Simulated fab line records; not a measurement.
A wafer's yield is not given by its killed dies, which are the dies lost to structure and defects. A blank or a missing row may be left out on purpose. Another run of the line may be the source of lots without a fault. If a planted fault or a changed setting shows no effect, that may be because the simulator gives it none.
Split-lot study / flow rit-cmos / 23 wafers read across 5 lots, on a route 202 steps long

== THE SPLIT ITSELF ==
At RIT_ACTIVE_ETCH_13 (etches Si3N4 in SF6, stops on SiO2, time 210 s, target depth 210 nm), the setting time-s was moved away from the recipe's 210 s on 6 of the 23 wafers read, by -6.3% to +10.5%. All remaining wafers had this setting at the recipe value.

== FROM THE SPLIT TO THE READING: what the file shows between them, 2 steps ==
- RIT_FOX2_OXIDATION_00: target thk 350.7 nm, ox time 1130 s (also split here: ox-time-s)
- RIT_FOX2_CLEAN_02: cleans in dHF, time 180 s

== THE READING ==
SiO2_of_ACTIVE_OXIDATION_01.thk-nm (the simulator's own value, which no gauge read), in nm, at RIT_FOX2_WET_ETCH_03 (etches Si3N4 in H3PO4, target depth 195 nm, time 2700 s). There is no usual value for it anywhere in the file. Here, 17 wafers ran the recipe; their average is 41.00 nm with a standard deviation of 1.2 nm.

wafer=L074.1; tool, chamber at the split=rie-diel-01, 2; time-s as run, s=210; against the recipe=recipe; SiO2_of_ACTIVE_OXIDATION_01.thk-nm, nm=41.59; against lot-mates on the recipe=-
wafer=L074.2; tool, chamber at the split=rie-diel-01, 1; time-s as run, s=210; against the recipe=recipe; SiO2_of_ACTIVE_OXIDATION_01.thk-nm, nm=40.56; against lot-mates on the recipe=-
wafer=L074.3; tool, chamber at the split=rie-diel-01, 0; time-s as run, s=210; against the recipe=recipe; SiO2_of_ACTIVE_OXIDATION_01.thk-nm, nm=40.67; against lot-mates on the recipe=-
wafer=L074.5; tool, chamber at the split=rie-diel-01, 3; time-s as run, s=196.8; against the recipe=-6.3%; SiO2_of_ACTIVE_OXIDATION_01.thk-nm, nm=42.2; against lot-mates on the recipe=+1.26
wafer=L074.6; tool, chamber at the split=rie-diel-01, 2; time-s as run, s=196.8; against the recipe=-6.3%; SiO2_of_ACTIVE_OXIDATION_01.thk-nm, nm=41.98; against lot-mates on the recipe=+1.04
wafer=L076.1; tool, chamber at the split=rie-diel-03, 2; time-s as run, s=210; against the recipe=recipe; SiO2_of_ACTIVE_OXIDATION_01.thk-nm, nm=42.27; against lot-mates on the recipe=-
wafer=L076.3; tool, chamber at the split=rie-diel-03, 1; time-s as run, s=210; against the recipe=recipe; SiO2_of_ACTIVE_OXIDATION_01.thk-nm, nm=43.03; against lot-mates on the recipe=-
wafer=L076.4; tool, chamber at the split=rie-diel-03, 3; time-s as run, s=210; against the recipe=recipe; SiO2_of_ACTIVE_OXIDATION_01.thk-nm, nm=42.49; against lot-mates on the recipe=-
wafer=L076.5; tool, chamber at the split=rie-diel-03, 1; time-s as run, s=210; against the recipe=recipe; SiO2_of_ACTIVE_OXIDATION_01.thk-nm, nm=42.47; against lot-mates on the recipe=-
wafer=L076.6; tool, chamber at the split=rie-diel-03, 0; time-s as run, s=210; against the recipe=recipe; SiO2_of_ACTIVE_OXIDATION_01.thk-nm, nm=41.99; against lot-mates on the recipe=-
wafer=L081.1; tool, chamber at the split=rie-diel-03, 3; time-s as run, s=210; against the recipe=recipe; SiO2_of_ACTIVE_OXIDATION_01.thk-nm, nm=40.63; against lot-mates on the recipe=-
wafer=L081.2; tool, chamber at the split=rie-diel-03, 0; time-s as run, s=231.2; against the recipe=+10.1%; SiO2_of_ACTIVE_OXIDATION_01.thk-nm, nm=34.38; against lot-mates on the recipe=-6.07
wafer=L081.3; tool, chamber at the split=rie-diel-03, 2; time-s as run, s=210; against the recipe=recipe; SiO2_of_ACTIVE_OXIDATION_01.thk-nm, nm=39.31; against lot-mates on the recipe=-
wafer=L081.4; tool, chamber at the split=rie-diel-03, 1; time-s as run, s=231.2; against the recipe=+10.1%; SiO2_of_ACTIVE_OXIDATION_01.thk-nm, nm=35.76; against lot-mates on the recipe=-4.69
wafer=L081.6; tool, chamber at the split=rie-diel-03, 0; time-s as run, s=210; against the recipe=recipe; SiO2_of_ACTIVE_OXIDATION_01.thk-nm, nm=41.4; against lot-mates on the recipe=-
wafer=L082.2; tool, chamber at the split=rie-diel-04, 0; time-s as run, s=210; against the recipe=recipe; SiO2_of_ACTIVE_OXIDATION_01.thk-nm, nm=39.56; against lot-mates on the recipe=-
wafer=L082.3; tool, chamber at the split=rie-diel-04, 3; time-s as run, s=210; against the recipe=recipe; SiO2_of_ACTIVE_OXIDATION_01.thk-nm, nm=39.37; against lot-mates on the recipe=-
wafer=L082.4; tool, chamber at the split=rie-diel-04, 0; time-s as run, s=210; against the recipe=recipe; SiO2_of_ACTIVE_OXIDATION_01.thk-nm, nm=39.55; against lot-mates on the recipe=-
wafer=L082.5; tool, chamber at the split=rie-diel-04, 1; time-s as run, s=232; against the recipe=+10.5%; SiO2_of_ACTIVE_OXIDATION_01.thk-nm, nm=33.74; against lot-mates on the recipe=-5.75
wafer=L082.6; tool, chamber at the split=rie-diel-04, 3; time-s as run, s=232; against the recipe=+10.5%; SiO2_of_ACTIVE_OXIDATION_01.thk-nm, nm=32.2; against lot-mates on the recipe=-7.29
wafer=L083.1; tool, chamber at the split=rie-diel-04, 3; time-s as run, s=210; against the recipe=recipe; SiO2_of_ACTIVE_OXIDATION_01.thk-nm, nm=40.24; against lot-mates on the recipe=-
wafer=L083.5; tool, chamber at the split=rie-diel-04, 3; time-s as run, s=210; against the recipe=recipe; SiO2_of_ACTIVE_OXIDATION_01.thk-nm, nm=40.47; against lot-mates on the recipe=-
wafer=L083.6; tool, chamber at the split=rie-diel-04, 0; time-s as run, s=210; against the recipe=recipe; SiO2_of_ACTIVE_OXIDATION_01.thk-nm, nm=41.42; against lot-mates on the recipe=-

FIT RESULTS
A straight line over all 23 wafers: SiO2_of_ACTIVE_OXIDATION_01.thk-nm changes by -0.578 nm for each +1% of time-s; r = -0.89; the points scatter about the line by 1.4 nm.
The same after taking each lot's own level away (the mean of its wafers on the recipe; 23 wafers): -0.499 nm for each +1%; r = -0.94; scatter 0.86 nm.
Per that fit: largest time-s move, reading shift of 5.2 nm.
Measured against the standard deviation above, the lots' own levels, which go from 39.493 to 42.450 nm, span 2.6 times it.
So the lot-to-lot level changes the slope: the two fits differ.
Check: for one of the wafers moved furthest among these (+10.5%), held out of the fit, the line's prediction against its lot-mates is -5.48 nm. Against them it came out at -5.75 nm.
Tool readings at the split's step, against how far the setting was moved: oes-product-au r = -0.26.

== THESE WAFERS: OTHER SPLITS ==
Other splits were also applied to these wafers ahead of the reading. Each is held against what the fit with the lots' levels taken away leaves over:
other split on the same wafers=RIT_ACTIVE_CVD_03 temp-c; wafers away from the commonest value=18; r with SiO2_of_ACTIVE_OXIDATION_01.thk-nm (lot level and that fit taken away)=-0.07
other split on the same wafers=RIT_FOX2_OXIDATION_00 ox-time-s; wafers away from the commonest value=18; r with SiO2_of_ACTIVE_OXIDATION_01.thk-nm (lot level and that fit taken away)=+0.31

== FILE'S OWN FIT ==
SiO2_of_ACTIVE_OXIDATION_01.thk-nm changes by -0.517 nm for each +1% of time-s, r = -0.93.
